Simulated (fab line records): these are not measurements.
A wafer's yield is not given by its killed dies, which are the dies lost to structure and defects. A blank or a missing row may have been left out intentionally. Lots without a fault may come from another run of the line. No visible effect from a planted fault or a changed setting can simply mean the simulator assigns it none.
fab line records	flow berkeleyCmos170
record lots=5	wafers=15	lastDay=12
route steps=331 shown NLDD@165 SPACER@171 PSD@175 NSD@187
lots with no fault: from the same line, run without faults
startH: start of the lot's first displayed wafer, in hours after the record's first day	waitH: time in hours since the lot's previous step	" same as the row above	L1.1+2: several wafers, shown together as one row	- no value, or no start was given	* or withheld: withheld	< > ~ a bound
route shown NAME@n: a module of which the file shows steps, and the number in the route of the first	usual: mean/standard deviation of fault-free wafers	same: alike in all rows	chamber/n: place in a boat	sites: the reading at each site	_std_site: their standard deviation	_edge_site: outer sites' mean less inner sites'	radiusMm: for every site, how far away it sits from the centre of the wafer	mask NAME#n: copy n	behind: the most recent tool/chamber to have shaped the wafer	hold: cause of the lot's hold/its duration in hours/its outcome	device: which transistor (n, p or np) failed to switch	end of line: the route-end tests of the same wafers	a step without rows: its recipe alone	killed: dies lost to structure and defects at the first sort, not the wafer's yield	map: per-die view of a wafer (x killed, . not killed, _ where there is no die)
set.NAME: the setting that was run; set.NAME@STEP: the one run at that earlier step	model.NAME: the simulator's own value behind a step, which no gauge read
lots at some steps of the route; a table a step, a row a wafer
services: from which hour (startH, from the record's first day; less than 0 if before it) a tool's chamber was out of use, for how many hours, and why
## steps
# step UCB170_NLDD_OVL_MEAS_07
# usual NLDD_OVL=-3/4.9
lot.wafer	tool	chamber	startH	waitH	NLDD_OVL[nm]
L074.3	overlay-02	-	139.29	0.1	-15
L074.4	"	-	"	"	-8
L074.6	"	-	"	"	-11
L080.1	overlay-01	-	180.09	0.1	-1
L080.2	"	-	"	"	-2
L080.3	"	-	"	"	-5
L090.1	overlay-02	-	222.44	0.1	1
L090.2	"	-	"	"	-4
L090.6	"	-	"	"	-5
L092.1	overlay-01	-	227.88	0.1	0
L092.4	"	-	"	"	0
L092.5	"	-	"	"	-3
L097.2	overlay-02	-	254.71	0.1	-11
L097.3	"	-	"	"	-7
L097.6	"	-	"	"	-8
# step UCB170_NLDD_IMPLANT_08
# recipe species=As	doseCm2=5e+13	energyKev=30	tiltDeg=7	rotationDeg=0
lot.wafer	tool	chamber	startH	waitH
L074.3+4+6	implanter-01	0	139.37	0.1
L080.1+2+3	implanter-02	0	180.12	0.0
L090.1+2+6	implanter-01	0	222.47	0.0
L092.1+4+5	implanter-01	0	227.92	0.0
L097.2+3+6	implanter-01	0	254.77	0.0
# step UCB170_NLDD_IMPLANT_09
# recipe species=As	doseCm2=5e+13	energyKev=30	tiltDeg=7	rotationDeg=180
lot.wafer	tool	chamber	startH	waitH
L074.3+4+6	implanter-01	0	139.52	0.1
L080.1+2+3	implanter-02	0	180.27	0.1
L090.1+2+6	implanter-01	0	222.62	0.1
L092.1+4+5	implanter-01	0	228.07	0.1
L097.2+3+6	implanter-01	0	254.92	0.1
# step UCB170_NLDD_STRIP_10
# recipe chemistry=O2	powerW=400	pressureMtorr=3500	platenTempC=withheld	o2FlowSccm=400	overashFraction=0.5
# usual chamberPressureMTorr=3500/3.1	drypumpMotorCurrentA=5.5/0.57	o2FlowSccm=400.0/1.2	oesProductAu=0.734/0.0047	stripTimeToEndpointS=21.59/0.059
lot.wafer	tool	chamber	startH	waitH	chamberPressureMTorr	drypumpMotorCurrentA	o2FlowSccm	oesProductAu	rfHoursCounterH	stripTimeToEndpointS
L074.3	plasmaAsher-03	1	139.65	0.1	3502	5.1	398.4	0.740	-	21.62
L074.4	"	0	"	"	3501	5.2	400.4	0.736	-	21.60
L074.6	"	0	"	"	3506	5.2	402.2	0.732	-	21.61
L080.1	plasmaAsher-02	0	180.42	0.1	3501	5.1	402.1	0.736	47	21.65
L080.2	"	1	"	"	3500	4.9	400.2	0.743	47	21.67
L080.3	"	1	"	"	3497	4.8	401.5	0.727	-	21.66
L090.1	plasmaAsher-03	0	222.77	0.1	3497	5.2	399.9	0.736	54	21.59
L090.2	"	1	"	"	3498	5.1	400.7	0.741	54	21.63
L090.6	"	0	"	"	3500	5.2	399.8	0.725	-	21.61
L092.1	plasmaAsher-01	0	228.22	0.1	3502	5.6	401.3	0.731	12	21.67
L092.4	"	1	"	"	3502	6.5	400.1	0.737	-	21.60
L092.5	"	0	"	"	3496	5.6	402.2	0.729	-	21.69
L097.2	plasmaAsher-02	0	255.04	0.1	3504	5.1	401.6	0.739	56	21.56
L097.3	"	0	"	"	3494	5.1	398.6	0.731	-	21.55
L097.6	"	0	"	"	3502	5.1	401.1	0.726	-	21.56
# step UCB170_NLDD_TW_MEAS_11
# usual NLDD_TW=2230/18
lot.wafer	tool	chamber	startH	waitH	NLDD_TW
L074.3	filmMetro-03	-	139.74	0.1	2225
L074.4	"	-	"	"	2243
L074.6	"	-	"	"	2240
L080.1	filmMetro-01	-	180.52	0.1	2240
L080.2	"	-	"	"	2233
L080.3	"	-	"	"	2233
L090.1	filmMetro-02	-	222.87	0.1	2211
L090.2	"	-	"	"	2214
L090.6	"	-	"	"	2195
L092.1	filmMetro-02	-	228.32	0.1	2201
L092.4	"	-	"	"	2209
L092.5	"	-	"	"	2211
L097.2	filmMetro-01	-	255.15	0.1	2257
L097.3	"	-	"	"	2240
L097.6	"	-	"	"	2239
# step UCB170_NLDD_CLEAN_12
# recipe chemistry=SPM	tempC=120	timeS=600
lot.wafer	tool	chamber	startH	waitH
L074.3+4+6	wetBench-03	1	139.81	0.1
L080.1+2+3	wetBench-02	3	180.58	0.1
L090.1+2+6	wetBench-04	0	223.93	1.0
L092.1+4+5	wetBench-04	3	228.68	0.3
L097.2+3+6	wetBench-03	3	255.20	0.0
# step UCB170_SPACER_CVD_00
# recipe material=SiO2	targetThkNm=376	tempC=390	precursor=TEOS/O2	timeS=47	rfW=550	pressureMtorr=9000
# usual heaterPowerW=262/59	pressureMtorr=9002/18	susceptorTempC=389.99/0.22
lot.wafer	tool	chamber	startH	waitH	heaterPowerW	pressureMtorr	susceptorTempC
L074.3	pecvd-01	2	139.99	0.0	251	9002	389.91
L074.4	"	0	"	"	342	8992	389.95
L074.6	"	1	"	"	213	9007	390.11
L080.1	pecvd-01	1	180.78	0.0	237	8974	389.84
L080.2	"	0	"	"	349	9001	390.24
L080.3	"	2	"	"	248	9012	390.13
L090.1	pecvd-01	0	224.10	0.0	339	8995	389.90
L090.2	"	1	"	"	233	8991	390.07
L090.6	"	0	"	"	345	8988	389.83
L092.1	pecvd-03	0	228.85	0.0	312	9012	390.17
L092.4	"	1	"	"	289	9018	389.72
L092.5	"	2	"	"	254	8988	389.99
L097.2	pecvd-04	1	255.55	0.0	260	9008	390.04
L097.3	"	2	"	"	164	9027	390.36
L097.6	"	1	"	"	267	8978	390.32
# step UCB170_SPACER_THK_MEAS_01
# recipe reads=SiO2_of_SPACER_CVD_00
# usual SPACER_TEOS_THK=377/4.2
lot.wafer	tool	chamber	startH	waitH	SPACER_TEOS_THK[nm]
L074.3	filmMetro-02	-	140.05	0.0	372
L074.4	"	-	"	"	375
L074.6	"	-	"	"	375
L080.1	filmMetro-01	-	180.82	0.0	375
L080.2	"	-	"	"	369
L080.3	"	-	"	"	370
L090.1	filmMetro-01	-	224.15	0.0	370
L090.2	"	-	"	"	369
L090.6	"	-	"	"	379
L092.1	filmMetro-02	-	228.89	0.0	377
L092.4	"	-	"	"	385
L092.5	"	-	"	"	383
L097.2	filmMetro-01	-	255.61	0.0	375
L097.3	"	-	"	"	373
L097.6	"	-	"	"	379
# step UCB170_SPACER_ANNEAL_02
# recipe tempC=900	timeS=1800	ambient=N2
# usual spikeTcLoadC=925.6/1	zonePowerCentrePct=40.2/1.7
lot.wafer	tool	chamber	startH	waitH	spikeTcLoadC	zonePowerCentrePct
L074.3	furnace-02	0	141.99	1.9	926.0	38.3
L074.4	"	0	"	"	924.4	38.9
L074.6	"	0	"	"	926.0	39.1
L080.1	furnace-04	0	182.26	1.4	924.5	41.9
L080.2	"	0	"	"	924.5	41.1
L080.3	"	0	"	"	925.4	41.7
L090.1	furnace-04	0	226.36	2.2	926.9	41.7
L090.2	"	0	"	"	925.3	41.1
L090.6	"	0	"	"	924.9	41.6
L092.1	furnace-03	0	230.97	2.1	926.0	41.6
L092.4	"	0	"	"	925.5	41.3
L092.5	"	0	"	"	926.2	41.9
L097.2	furnace-04	0	256.64	1.0	926.3	41.4
L097.3	"	0	"	"	924.5	41.3
L097.6	"	0	"	"	925.1	41.9
# step UCB170_SPACER_ETCHBACK_03
# recipe stopOn=Si	target=SiO2	chemistry=CHF3/CF4/Ar	CHF3_flow_sccm=50	cf4FlowSccm=10	Ar_flow_sccm=120	pressureMtorr=200	rfW=500	targetDepthA=3760	timeS=100
# usual chamberPressureMTorr=200.00/0.18	drypumpMotorCurrentA=5.8/0.53	oesProductAu=0.899/0.015	throttleValvePct=6.43/0.12
lot.wafer	tool	chamber	startH	waitH	chamberPressureMTorr	drypumpMotorCurrentA	oesProductAu	rfHoursCounterH	throttleValvePct
L074.3	rieDiel-03	3	143.49	0.0	199.64	5.3	0.880	130	6.34
L074.4	"	2	"	"	200.28	5.9	0.903	125	6.46
L074.6	"	1	"	"	200.01	6.6	0.920	-	6.31
L080.1	rieDiel-03	2	183.76	0.0	200.17	6.0	0.897	126	6.46
L080.2	"	0	"	"	200.22	6.2	0.863	2	6.62
L080.3	"	3	"	"	200.08	5.3	0.887	131	6.35
L090.1	rieDiel-01	3	227.86	0.0	200.07	5.1	0.887	91	6.28
L090.2	"	1	"	"	199.73	5.8	0.884	27	6.29
L090.6	"	0	"	"	200.03	5.7	0.901	-	6.61
L092.1	rieDiel-03	0	232.47	0.0	200.05	6.2	0.884	4	6.63
L092.4	"	3	"	"	200.07	5.2	0.919	134	6.33
L092.5	"	2	"	"	199.89	5.9	0.910	-	6.46
L097.2	rieDiel-03	0	258.14	0.0	199.86	6.2	0.873	6	6.63
L097.3	"	1	"	"	200.15	6.6	0.909	-	6.32
L097.6	"	1	"	"	199.83	6.6	0.922	-	6.32
# step UCB170_PSD_HMDS_00
# recipe primeTimeS=60	primeTempC=100
lot.wafer	tool	chamber	startH	waitH
L074.3+4+6	lithoTrack-03	0	144.04	0.5
L080.1+2+3	lithoTrack-03	0	183.83	0.0
L090.1+2+6	lithoTrack-04	0	227.94	0.0
L092.1+4+5	lithoTrack-01	0	233.80	1.3
L097.2+3+6	lithoTrack-01	0	258.52	0.3
# step UCB170_PSD_COAT_01
# recipe resist=KrF	spinRpm=1500	resistThkNm=900
# usual dispensePressureKPa=54.6/2.2
lot.wafer	tool	chamber	startH	waitH	dispensePressureKPa
L074.3	lithoTrack-03	0	144.19	0.1	56.4
L074.4	"	0	"	"	56.4
L074.6	"	0	"	"	56.4
L080.1	lithoTrack-03	0	183.98	0.1	56.4
L080.2	"	0	"	"	56.4
L080.3	"	0	"	"	56.4
L090.1	lithoTrack-04	0	228.09	0.1	51.0
L090.2	"	0	"	"	51.0
L090.6	"	0	"	"	51.0
L092.1	lithoTrack-01	0	233.95	0.1	55.0
L092.4	"	0	"	"	55.0
L092.5	"	0	"	"	55.0
L097.2	lithoTrack-01	0	258.67	0.1	55.1
L097.3	"	0	"	"	55.1
L097.6	"	0	"	"	55.1
# step UCB170_PSD_SOFTBAKE_02
# recipe resist=KrF	tempC=130	timeS=60
lot.wafer	tool	chamber	startH	waitH
L074.3+4+6	lithoTrack-03	0	144.34	0.1
L080.1+2+3	lithoTrack-03	0	184.13	0.1
L090.1+2+6	lithoTrack-04	0	228.24	0.1
L092.1+4+5	lithoTrack-01	0	234.10	0.1
L097.2+3+6	lithoTrack-01	0	258.82	0.1
# step UCB170_PSD_EXPOSE_03
# recipe maskId=PSELECT_MOD	na=0.5	sigmaOuter=0.6	sourceShape=conventional	targetCdNm=1200	doseMj=30
# same sigmaOuter=0.6
lot.wafer	tool	chamber	startH	waitH	mask
L074.3+4+6	krfScanner-01	0	144.86	0.5	PSELECT_MOD#0
L080.1+2+3	krfScanner-01	0	184.52	0.4	PSELECT_MOD#0
L090.1+2+6	krfScanner-01	0	228.75	0.5	PSELECT_MOD#0
L092.1+4+5	krfScanner-01	0	236.62	2.5	PSELECT_MOD#0
L097.2+3+6	krfScanner-02	0	259.21	0.4	PSELECT_MOD#0
# step UCB170_PSD_PEB_04
# recipe pebTempC=130	pebTimeS=withheld	resist=KrF
lot.wafer	tool	chamber	startH	waitH
L074.3+4+6	lithoTrack-04	0	145.00	0.1
L080.1+2+3	lithoTrack-01	0	185.01	0.5
L090.1+2+6	lithoTrack-04	0	229.11	0.3
L092.1+4+5	lithoTrack-04	0	236.78	0.1
L097.2+3+6	lithoTrack-03	0	259.33	0.1
# step UCB170_PSD_DEVELOP_05
# recipe developer=TMAH	developTimeS=45	resist=KrF	devTempC=21
# same developTimeS=45
lot.wafer	tool	chamber	startH	waitH
L074.3+4+6	lithoTrack-04	0	-	-
L080.1+2+3	lithoTrack-01	0	-	-
L090.1+2+6	lithoTrack-04	0	-	-
L092.1+4+5	lithoTrack-04	0	-	-
L097.2+3+6	lithoTrack-03	0	-	-
# step UCB170_PSD_CD_MEAS_06
# recipe targetCdNm=1200
# usual cdNm=1200.1/1.5
lot.wafer	tool	chamber	startH	waitH	cdNm
L074.3	cdSem-02	-	145.27	-	1201.0
L074.4	"	-	"	"	1200.0
L074.6	"	-	"	"	1200.3
L080.1	cdSem-02	-	185.40	-	1199.1
L080.2	"	-	"	"	1199.1
L080.3	"	-	"	"	1200.7
L090.1	cdSem-02	-	229.39	-	1195.8
L090.2	"	-	"	"	1199.4
L090.6	"	-	"	"	1197.3
L092.1	cdSem-02	-	237.06	-	1201.6
L092.4	"	-	"	"	1201.3
L092.5	"	-	"	"	1200.0
L097.2	cdSem-02	-	259.60	-	1200.6
L097.3	"	-	"	"	1200.1
L097.6	"	-	"	"	1199.9
# step UCB170_PSD_OVL_MEAS_07
# usual PSD_OVL=0/6.2
lot.wafer	tool	chamber	startH	waitH	PSD_OVL[nm]
L074.3	overlay-02	-	145.36	0.1	-6
L074.4	"	-	"	"	-8
L074.6	"	-	"	"	-11
L080.1	overlay-01	-	185.52	0.1	-1
L080.2	"	-	"	"	1
L080.3	"	-	"	"	5
L090.1	overlay-02	-	229.51	0.1	16
L090.2	"	-	"	"	5
L090.6	"	-	"	"	7
L092.1	overlay-02	-	237.18	0.1	-4
L092.4	"	-	"	"	-4
L092.5	"	-	"	"	3
L097.2	overlay-01	-	259.70	0.1	-4
L097.3	"	-	"	"	2
L097.6	"	-	"	"	6
# step UCB170_PSD_IMPLANT_08
# recipe species=B	doseCm2=3.062e+15	energyKev=20	tiltDeg=7
lot.wafer	tool	chamber	startH	waitH
L074.3+4+6	implanter-04	0	145.43	0.1
L080.1+2+3	implanter-02	0	185.56	0.0
L090.1+2+6	implanter-04	0	229.54	0.0
L092.1+4+5	implanter-04	0	237.22	0.0
L097.2+3+6	implanter-03	0	259.76	0.0
# step UCB170_PSD_STRIP_09
# recipe chemistry=O2	powerW=400	pressureMtorr=3500	platenTempC=withheld	o2FlowSccm=400	overashFraction=0.5
# usual chamberPressureMTorr=3500/6.2	drypumpMotorCurrentA=5.8/0.54	o2FlowSccm=400.0/1.2	oesProductAu=0.597/0.0044	stripTimeToEndpointS=29.59/0.081
lot.wafer	tool	chamber	startH	waitH	chamberPressureMTorr	drypumpMotorCurrentA	o2FlowSccm	oesProductAu	rfHoursCounterH	stripTimeToEndpointS
L074.3	plasmaAsher-04	1	145.57	0.1	3500	6.3	398.2	0.598	-	29.59
L074.4	"	0	"	"	3495	6.2	400.7	0.598	-	29.56
L074.6	"	0	"	"	3497	6.2	400.0	0.605	-	29.57
L080.1	plasmaAsher-01	0	185.71	0.1	3499	5.7	400.6	0.606	8	29.54
L080.2	"	1	"	"	3506	6.5	400.0	0.592	8	29.44
L080.3	"	1	"	"	3500	6.5	398.6	0.598	-	29.51
L090.1	plasmaAsher-04	1	229.69	0.1	3504	6.4	399.0	0.597	39	29.63
L090.2	"	0	"	"	3499	6.3	400.4	0.602	39	29.65
L090.6	"	0	"	"	3505	6.3	398.8	0.593	-	29.67
L092.1	plasmaAsher-04	1	237.37	0.1	3498	6.3	401.0	0.594	40	29.44
L092.4	"	1	"	"	3495	6.3	399.0	0.598	-	29.54
L092.5	"	0	"	"	3494	6.2	400.4	0.593	-	29.50
L097.2	plasmaAsher-04	1	259.88	0.1	3501	6.3	401.4	0.598	43	29.66
L097.3	"	1	"	"	3500	6.3	401.1	0.600	-	29.66
L097.6	"	0	"	"	3500	6.2	401.7	0.597	-	29.74
# step UCB170_PSD_TW_MEAS_10
# usual PSD_TW=2358/20
lot.wafer	tool	chamber	startH	waitH	PSD_TW
L074.3	filmMetro-02	-	145.65	0.1	2336
L074.4	"	-	"	"	2342
L074.6	"	-	"	"	2350
L080.1	filmMetro-03	-	185.81	0.1	2337
L080.2	"	-	"	"	2336
L080.3	"	-	"	"	2361
L090.1	filmMetro-02	-	229.79	0.1	2314
L090.2	"	-	"	"	2331
L090.6	"	-	"	"	2345
L092.1	filmMetro-02	-	237.47	0.1	2332
L092.4	"	-	"	"	2342
L092.5	"	-	"	"	2317
L097.2	filmMetro-03	-	259.99	0.1	2365
L097.3	"	-	"	"	2368
L097.6	"	-	"	"	2363
# step UCB170_PSD_CLEAN_11
# recipe chemistry=SPM	tempC=120	timeS=600
lot.wafer	tool	chamber	startH	waitH
L074.3+4+6	wetBench-01	0	145.80	0.1
L080.1+2+3	wetBench-04	1	185.87	0.1
L090.1+2+6	wetBench-04	1	229.85	0.1
L092.1+4+5	wetBench-02	1	238.94	1.5
L097.2+3+6	wetBench-02	0	260.06	0.1
# step UCB170_NSD_HMDS_00
# recipe primeTimeS=60	primeTempC=100
lot.wafer	tool	chamber	startH	waitH
L074.3+4+6	lithoTrack-02	0	146.35	0.4
L080.1+2+3	lithoTrack-03	0	186.05	0.0
L090.1+2+6	lithoTrack-04	0	230.03	0.0
L092.1+4+5	lithoTrack-04	0	239.27	0.1
L097.2+3+6	lithoTrack-03	0	260.34	0.1
# step UCB170_NSD_COAT_01
# recipe resist=KrF	spinRpm=1500	resistThkNm=900
# usual dispensePressureKPa=51/4.1
lot.wafer	tool	chamber	startH	waitH	dispensePressureKPa
L074.3	lithoTrack-02	0	146.50	0.1	46
L074.4	"	0	"	"	46
L074.6	"	0	"	"	46
L080.1	lithoTrack-03	0	186.20	0.1	56
L080.2	"	0	"	"	56
L080.3	"	0	"	"	56
L090.1	lithoTrack-04	0	230.18	0.1	51
L090.2	"	0	"	"	51
L090.6	"	0	"	"	51
L092.1	lithoTrack-04	0	239.42	0.1	51
L092.4	"	0	"	"	51
L092.5	"	0	"	"	51
L097.2	lithoTrack-03	0	260.49	0.1	56
L097.3	"	0	"	"	56
L097.6	"	0	"	"	56
# step UCB170_NSD_SOFTBAKE_02
# recipe resist=KrF	tempC=130	timeS=60
lot.wafer	tool	chamber	startH	waitH
L074.3+4+6	lithoTrack-02	0	146.65	0.1
L080.1+2+3	lithoTrack-03	0	186.35	0.1
L090.1+2+6	lithoTrack-04	0	230.33	0.1
L092.1+4+5	lithoTrack-04	0	239.57	0.1
L097.2+3+6	lithoTrack-03	0	260.64	0.1
# step UCB170_NSD_EXPOSE_03
# recipe maskId=NSELECT_MOD	na=0.5	sigmaOuter=0.6	sourceShape=conventional	targetCdNm=1200	doseMj=30
# same sigmaOuter=0.6
lot.wafer	tool	chamber	startH	waitH	mask
L074.3+4+6	krfScanner-02	0	146.92	0.2	NSELECT_MOD#0
L080.1+2+3	krfScanner-01	0	186.74	0.4	NSELECT_MOD#0
L090.1+2+6	krfScanner-02	0	230.48	0.1	NSELECT_MOD#0
L092.1+4+5	krfScanner-01	0	239.72	0.1	NSELECT_MOD#0
L097.2+3+6	krfScanner-01	0	260.79	0.1	NSELECT_MOD#0
# step UCB170_NSD_PEB_04
# recipe pebTempC=130	pebTimeS=withheld	resist=KrF
lot.wafer	tool	chamber	startH	waitH
L074.3+4+6	lithoTrack-03	0	147.22	0.3
L080.1+2+3	lithoTrack-03	0	186.89	0.1
L090.1+2+6	lithoTrack-03	0	231.01	0.5
L092.1+4+5	lithoTrack-02	0	239.84	0.1
L097.2+3+6	lithoTrack-02	0	260.91	0.1
# step UCB170_NSD_DEVELOP_05
# recipe developer=TMAH	developTimeS=45	resist=KrF	devTempC=21
# same developTimeS=45
lot.wafer	tool	chamber	startH	waitH
L074.3+4+6	lithoTrack-03	0	-	-
L080.1+2+3	lithoTrack-03	0	-	-
L090.1+2+6	lithoTrack-03	0	-	-
L092.1+4+5	lithoTrack-02	0	-	-
L097.2+3+6	lithoTrack-02	0	-	-
# step UCB170_NSD_CD_MEAS_06
# recipe targetCdNm=1200
# usual cdNm=1200.2/1.3
lot.wafer	tool	chamber	startH	waitH	cdNm
L074.3	cdSem-02	-	147.55	-	1200.3
L074.4	"	-	"	"	1200.9
L074.6	"	-	"	"	1199.5
L080.1	cdSem-02	-	187.16	-	1198.9
L080.2	"	-	"	"	1199.8
L080.3	"	-	"	"	1199.5
L090.1	cdSem-02	-	231.29	-	1200.8
L090.2	"	-	"	"	1201.5
L090.6	"	-	"	"	1200.8
L092.1	cdSem-01	-	240.12	-	1203.2
L092.4	"	-	"	"	1201.3
L092.5	"	-	"	"	1201.2
L097.2	cdSem-02	-	261.18	-	1200.7
L097.3	"	-	"	"	1198.7
L097.6	"	-	"	"	1201.2
# step UCB170_NSD_OVL_MEAS_07
# usual NSD_OVL=-2/5.6
lot.wafer	tool	chamber	startH	waitH	NSD_OVL[nm]
L074.3	overlay-01	-	147.65	0.1	1
L074.4	"	-	"	"	2
L074.6	"	-	"	"	-1
L080.1	overlay-01	-	187.28	0.1	-2
L080.2	"	-	"	"	-7
L080.3	"	-	"	"	-8
L090.1	overlay-01	-	231.41	0.1	-4
L090.2	"	-	"	"	-8
L090.6	"	-	"	"	-5
L092.1	overlay-02	-	240.24	0.1	-4
L092.4	"	-	"	"	4
L092.5	"	-	"	"	-2
L097.2	overlay-01	-	261.29	0.1	1
L097.3	"	-	"	"	-2
L097.6	"	-	"	"	5
# step UCB170_NSD_IMPLANT_08
# recipe species=P	doseCm2=3e+15	energyKev=40	tiltDeg=7
lot.wafer	tool	chamber	startH	waitH
L074.3+4+6	implanter-03	0	147.72	0.1
L080.1+2+3	implanter-01	0	187.32	0.0
L090.1+2+6	implanter-04	0	231.44	0.0
L092.1+4+5	implanter-04	0	240.27	0.0
L097.2+3+6	implanter-03	0	261.34	0.0
# step UCB170_NSD_STRIP_09
# recipe chemistry=O2	powerW=400	pressureMtorr=3500	platenTempC=withheld	o2FlowSccm=400	overashFraction=0.5
# usual chamberPressureMTorr=3499/3.1	drypumpMotorCurrentA=5.9/0.6	o2FlowSccm=400.0/1.2	oesProductAu=0.533/0.005	stripTimeToEndpointS=35.78/0.066
lot.wafer	tool	chamber	startH	waitH	chamberPressureMTorr	drypumpMotorCurrentA	o2FlowSccm	oesProductAu	rfHoursCounterH	stripTimeToEndpointS
L074.3	plasmaAsher-01	0	147.85	0.1	3494	5.7	400.4	0.533	-	35.79
L074.4	"	1	"	"	3498	6.5	400.3	0.540	-	35.75
L074.6	"	1	"	"	3502	6.5	401.0	0.534	-	35.78
L080.1	plasmaAsher-04	0	187.47	0.1	3503	6.3	399.7	0.527	35	35.82
L080.2	"	1	"	"	3498	6.3	401.5	0.532	35	35.66
L080.3	"	1	"	"	3500	6.3	402.3	0.533	-	35.69
L090.1	plasmaAsher-04	0	231.59	0.1	3502	6.2	401.2	0.535	39	35.82
L090.2	"	1	"	"	3503	6.3	401.6	0.530	39	35.85
L090.6	"	1	"	"	3497	6.4	402.6	0.532	-	35.87
L092.1	plasmaAsher-01	0	240.42	0.1	3504	5.6	399.4	0.531	14	35.70
L092.4	"	0	"	"	3498	5.6	400.4	0.538	-	35.66
L092.5	"	1	"	"	3497	6.5	399.5	0.538	-	35.71
L097.2	plasmaAsher-02	0	261.47	0.1	3502	5.1	398.8	0.536	57	35.69
L097.3	"	0	"	"	3496	5.2	399.9	0.524	-	35.68
L097.6	"	1	"	"	3500	4.9	398.5	0.529	-	35.69
# step UCB170_NSD_TW_MEAS_10
# usual NSD_TW=4225/27
lot.wafer	tool	chamber	startH	waitH	NSD_TW
L074.3	filmMetro-01	-	147.94	0.1	4230
L074.4	"	-	"	"	4236
L074.6	"	-	"	"	4211
L080.1	filmMetro-03	-	187.57	0.1	4217
L080.2	"	-	"	"	4196
L080.3	"	-	"	"	4201
L090.1	filmMetro-03	-	231.69	0.1	4209
L090.2	"	-	"	"	4216
L090.6	"	-	"	"	4220
L092.1	filmMetro-01	-	240.52	0.1	4240
L092.4	"	-	"	"	4234
L092.5	"	-	"	"	4233
L097.2	filmMetro-02	-	261.58	0.1	4189
L097.3	"	-	"	"	4214
L097.6	"	-	"	"	4181
# step UCB170_NSD_CLEAN_11
# recipe chemistry=SPM	tempC=120	timeS=600
lot.wafer	tool	chamber	startH	waitH
L074.3+4+6	wetBench-03	1	147.98	0.0
L080.1+2+3	wetBench-01	3	187.63	0.1
L090.1+2+6	wetBench-04	1	231.75	0.1
L092.1+4+5	wetBench-03	3	240.58	0.1
L097.2+3+6	wetBench-03	1	261.72	0.1
## services
tool	chamber	startH	hours	kind
implanter-04	-	118.97	5.0	repair
implanter-02	-	128.33	3.9	repair
krfScanner-02	-	133.11	0.8	repair
krfScanner-02	-	141.38	1.3	pm
krfScanner-02	-	149.68	1.0	pm
implanter-03	-	152.44	2.9	repair
plasmaAsher-04	-	153.10	4.3	pm
krfScanner-02	-	156.25	0.3	repair
implanter-03	-	167.13	10.2	repair
krfScanner-01	-	172.36	1.0	pm
implanter-02	-	175.45	2.7	pm
implanter-03	-	180.34	6.1	repair
wetBench-03	-	194.50	1.9	pm
furnace-04	-	195.03	3.7	pm
implanter-01	-	195.47	3.3	pm
pecvd-01	-	210.58	0.8	pm
wetBench-03	-	214.68	5.2	repair
krfScanner-02	-	214.71	3.0	pm
implanter-04	-	220.34	2.0	repair
rieDiel-03	-	223.06	2.8	pm
krfScanner-01	-	233.51	2.6	repair
implanter-04	-	241.49	1.1	repair
rieDiel-03	2	254.67	11.5	repair
plasmaAsher-01	-	257.30	2.8	pm
## key
fault none
